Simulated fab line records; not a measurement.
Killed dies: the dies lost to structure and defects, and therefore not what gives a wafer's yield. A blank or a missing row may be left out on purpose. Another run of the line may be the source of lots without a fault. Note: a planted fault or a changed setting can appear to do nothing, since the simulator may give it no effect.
Split-lot experiment    flow rit_cmos    23 wafers read from 5 lots, route of 202 steps

== THE SPLIT ITSELF ==
At RIT_ACTIVE_COAT_06 (resist thk 1000 nm), the setting resist_thk_nm was moved away from the recipe's 1000 nm on 7 of the 23 wafers read, by -5.1% to +3.2%. All remaining wafers had this setting at the recipe value.

== FROM THE SPLIT TO THE READING: what the file shows between them, 8 steps ==
- RIT_ACTIVE_SOFTBAKE_07: time 60 s
- RIT_ACTIVE_EXPOSE_08: exposes mask M1, target cd 1400 nm
- RIT_ACTIVE_PEB_09
- RIT_ACTIVE_DEVELOP_10: develop time 50 s
- RIT_ACTIVE_CD_MEAS_11: target cd 1400 nm
- RIT_ACTIVE_HARDBAKE_12: time 60 s
- RIT_ACTIVE_ETCH_13: etches Si3N4 in SF6, stops on SiO2, time 210 s, target depth 210 nm
- RIT_ACTIVE_STRIP_14: strips in O2, time 180 s (also split here: pressure_mtorr)

== THE READING ==
cd_nm, in nm, at RIT_ACTIVE_CD_MEAS_90 (target cd 1400 nm). A value of 1400.0 nm with a standard deviation of 2.1 nm is what fault-free wafers of this fab line usually give.

wafer   tool, chamber at the split  resist_thk_nm as run, nm  against the recipe  cd_nm, nm  against lot-mates on the recipe
L080.2  litho_track-01, 0           1000                      recipe              1401.1     -
L080.3  litho_track-01, 0           1032                      +3.2%               1403.8     +2.5
L080.4  litho_track-01, 0           1032                      +3.2%               1403.5     +2.2
L080.5  litho_track-01, 0           1000                      recipe              1401.4     -
L080.6  litho_track-01, 0           1032                      +3.2%               1402.2     +1.0
L081.1  litho_track-04, 0           983.3                     -1.7%               1403.0     -1.1
L081.2  litho_track-04, 0           983.3                     -1.7%               1401.1     -3.0
L081.3  litho_track-04, 0           1000                      recipe              1404.7     -
L081.5  litho_track-04, 0           1000                      recipe              1403.3     -
L081.6  litho_track-04, 0           1000                      recipe              1404.4     -
L082.1  litho_track-04, 0           948.7                     -5.1%               1393.5     -6.7
L082.3  litho_track-04, 0           1000                      recipe              1400.6     -
L082.4  litho_track-04, 0           1000                      recipe              1400.1     -
L082.5  litho_track-04, 0           948.7                     -5.1%               1393.0     -7.2
L082.6  litho_track-04, 0           1000                      recipe              1400.0     -
L083.1  litho_track-01, 0           1000                      recipe              1401.2     -
L083.3  litho_track-01, 0           1000                      recipe              1400.1     -
L083.5  litho_track-01, 0           1000                      recipe              1402.8     -
L085.1  litho_track-04, 0           1000                      recipe              1400.1     -
L085.2  litho_track-04, 0           1000                      recipe              1398.1     -
L085.3  litho_track-04, 0           1000                      recipe              1398.7     -
L085.5  litho_track-04, 0           1000                      recipe              1397.7     -
L085.6  litho_track-04, 0           1000                      recipe              1398.7     -

THE FIT
A straight line over all 23 wafers: cd_nm changes by +1.08 nm for each +1% of resist_thk_nm; r = +0.71; the points scatter about the line by 2.2 nm.
The same after taking each lot's own level away (the mean of its wafers on the recipe; 23 wafers): +1.08 nm for each +1%; r = +0.91; scatter 0.98 nm.
On that fit, the largest move of resist_thk_nm shifts the reading by 5.5 nm.
Measured against the standard deviation above, the lots' own levels, which go from 1398.66 to 1404.13 nm, span 2.6 times it.
So the lot-to-lot level blurs the effect unless lot-mates are compared.
Check: with one of the wafers moved furthest among these (-5.1%) left out of the fit, the line predicts -5.45 nm for it against its lot-mates. It came out at -6.73 nm against them.

== OTHER SPLITS APPLIED TO THESE WAFERS ==
Note: prior to the reading, these wafers also went through further splits. Each is held against what the fit with the lots' levels taken away leaves over:
other split on the same wafers      wafers away from the commonest value  r with cd_nm (lot level and that fit taken away)
RIT_ACTIVE_OXIDATION_01 ox_time_s   10                                    +0.24
RIT_ACTIVE_STRIP_14 pressure_mtorr  18                                    +0.07

== THE WHOLE CHAIN: every reading that the file lists as answering this split, in the file's order ==
step                    what it does                                                         reading                                                                            change (the file's fit)               r (the file's)
RIT_ACTIVE_COAT_06      resist thk 1000 nm                                                   NOVOLAK_of_ACTIVE_COAT_06.thk_nm (the simulator's own value, which no gauge read)  +9.71 nm for each +1% of the setting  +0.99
RIT_ACTIVE_CD_MEAS_11   target cd 1400 nm                                                    cd_nm                                                                              +1.07 nm for each +1% of the setting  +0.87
RIT_ACTIVE_HARDBAKE_12  time 60 s                                                            NOVOLAK_of_ACTIVE_COAT_06.thk_nm (the simulator's own value, which no gauge read)  +8.5 nm for each +1% of the setting   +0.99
RIT_ACTIVE_ETCH_13      etches Si3N4 in SF6, stops on SiO2, time 210 s, target depth 210 nm  NOVOLAK_of_ACTIVE_COAT_06.thk_nm (the simulator's own value, which no gauge read)  +10.2 nm for each +1% of the setting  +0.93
RIT_ACTIVE_CD_MEAS_90   target cd 1400 nm                                                    cd_nm                                                                              +1.15 nm for each +1% of the setting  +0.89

== THE FILE'S OWN FIT ==
cd_nm changes by +1.15 nm for each +1% of resist_thk_nm, r = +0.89.
